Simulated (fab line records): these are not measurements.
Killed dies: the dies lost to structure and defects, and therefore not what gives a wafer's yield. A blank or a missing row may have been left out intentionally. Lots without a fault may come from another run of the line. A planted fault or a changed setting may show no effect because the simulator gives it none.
Split-lot trial    flow rit_cmos    5 lots, 27 wafers read, on a route of 202 steps

== ABOUT THE SPLIT ==
At RIT_CONTACT_DEVELOP_07 (develop time 120 s), the setting develop_time_s was moved away from the recipe's 120 s on 12 of the 27 wafers read, by -15.8% to +56.9%. All remaining wafers had this setting at the recipe value.

== FROM THE SPLIT TO THE READING: what the file shows between them, 4 steps ==
- RIT_CONTACT_CD_MEAS_08: target cd 1000 nm
- RIT_CONTACT_HARDBAKE_10: time 60 s
- RIT_CONTACT_ETCH_11: etches SiO2 in CHF3/CF4/Ar, stops on TiSi2, target depth 480 nm, time 320 s
- RIT_CONTACT_STRIP_12: strips in O2, time 180 s

== THE READING ==
Shown in nm: cd_nm at RIT_CONTACT_CD_MEAS_90, with target cd 1000 nm. On this fab line, fault-free wafers typically give 999.8 nm with a standard deviation of 2.4 nm.

wafer   tool, chamber at the split  develop_time_s as run, s  against the recipe  cd_nm, nm  against lot-mates on the recipe
L074.1  litho_track-01, 0           188.3                     +56.9%              1035.4     +34.3
L074.2  litho_track-01, 0           120                       recipe              1001.2     -
L074.3  litho_track-01, 0           188.3                     +56.9%              1037.2     +36.1
L074.4  litho_track-01, 0           120                       recipe              1002.4     -
L074.5  litho_track-01, 0           188.3                     +56.9%              1033.7     +32.6
L074.6  litho_track-01, 0           120                       recipe              999.6      -
L075.1  litho_track-02, 0           101.1                     -15.8%              981.6      -14.5
L075.2  litho_track-02, 0           120                       recipe              996.8      -
L075.3  litho_track-02, 0           101.1                     -15.8%              982.1      -14.0
L075.4  litho_track-02, 0           120                       recipe              995.0      -
L075.5  litho_track-02, 0           101.1                     -15.8%              981.8      -14.3
L075.6  litho_track-02, 0           120                       recipe              996.4      -
L076.1  litho_track-01, 0           145.5                     +21.2%              1016.4     +14.5
L076.2  litho_track-01, 0           120                       recipe              1002.0     -
L076.3  litho_track-01, 0           120                       recipe              1002.4     -
L076.4  litho_track-01, 0           120                       recipe              1001.3     -
L076.5  litho_track-01, 0           145.5                     +21.2%              1018.9     +17.0
L076.6  litho_track-01, 0           145.5                     +21.2%              1019.5     +17.6
L080.1  litho_track-01, 0           186.9                     +55.8%              1035.5     +34.3
L080.2  litho_track-01, 0           186.9                     +55.8%              1036.4     +35.2
L080.3  litho_track-01, 0           186.9                     +55.8%              1036.1     +34.9
L080.4  litho_track-01, 0           120                       recipe              1001.0     -
L080.5  litho_track-01, 0           120                       recipe              1001.4     -
L080.6  litho_track-01, 0           120                       recipe              1001.3     -
L082.3  litho_track-02, 0           120                       recipe              997.5      -
L082.4  litho_track-02, 0           120                       recipe              999.1      -
L082.6  litho_track-02, 0           120                       recipe              998.3      -

FIT RESULTS
A straight line over all 27 wafers: cd_nm changes by +0.687 nm for each +1% of develop_time_s; r = +0.98; the points scatter about the line by 3.5 nm.
The same after taking each lot's own level away (the mean of its wafers on the recipe; 27 wafers): +0.642 nm for each +1%; r = +0.99; scatter 2 nm.
Per that fit: largest develop_time_s move, reading shift of 37 nm.
Across the lots, their own levels run from 996.07 to 1001.90 nm, a range of 2.4 times the standard deviation given above.
Hence the lot-to-lot level has little effect on the slope; both slopes agree.
Check: +36.4 nm against its lot-mates is what the line predicts for one of the wafers moved furthest among these (+56.9%) when that wafer is left out of the fit. Against them it came out at +34.3 nm.

== THE WHOLE CHAIN: every reading that the file lists as answering this split, in the file's order ==
step                    what it does                                                                 reading                                                         change (the file's fit)                r (the file's)
RIT_CONTACT_CD_MEAS_08  target cd 1000 nm                                                            cd_nm                                                           +0.636 nm for each +1% of the setting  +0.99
RIT_CONTACT_ETCH_11     etches SiO2 in CHF3/CF4/Ar, stops on TiSi2, target depth 480 nm, time 320 s  CONTACT.cd_nm (the simulator's own value, which no gauge read)  +0.634 nm for each +1% of the setting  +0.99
RIT_CONTACT_CD_MEAS_90  target cd 1000 nm                                                            cd_nm                                                           +0.633 nm for each +1% of the setting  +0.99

== FILE'S OWN FIT ==
cd_nm changes by +0.633 nm for each +1% of develop_time_s, r = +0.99.
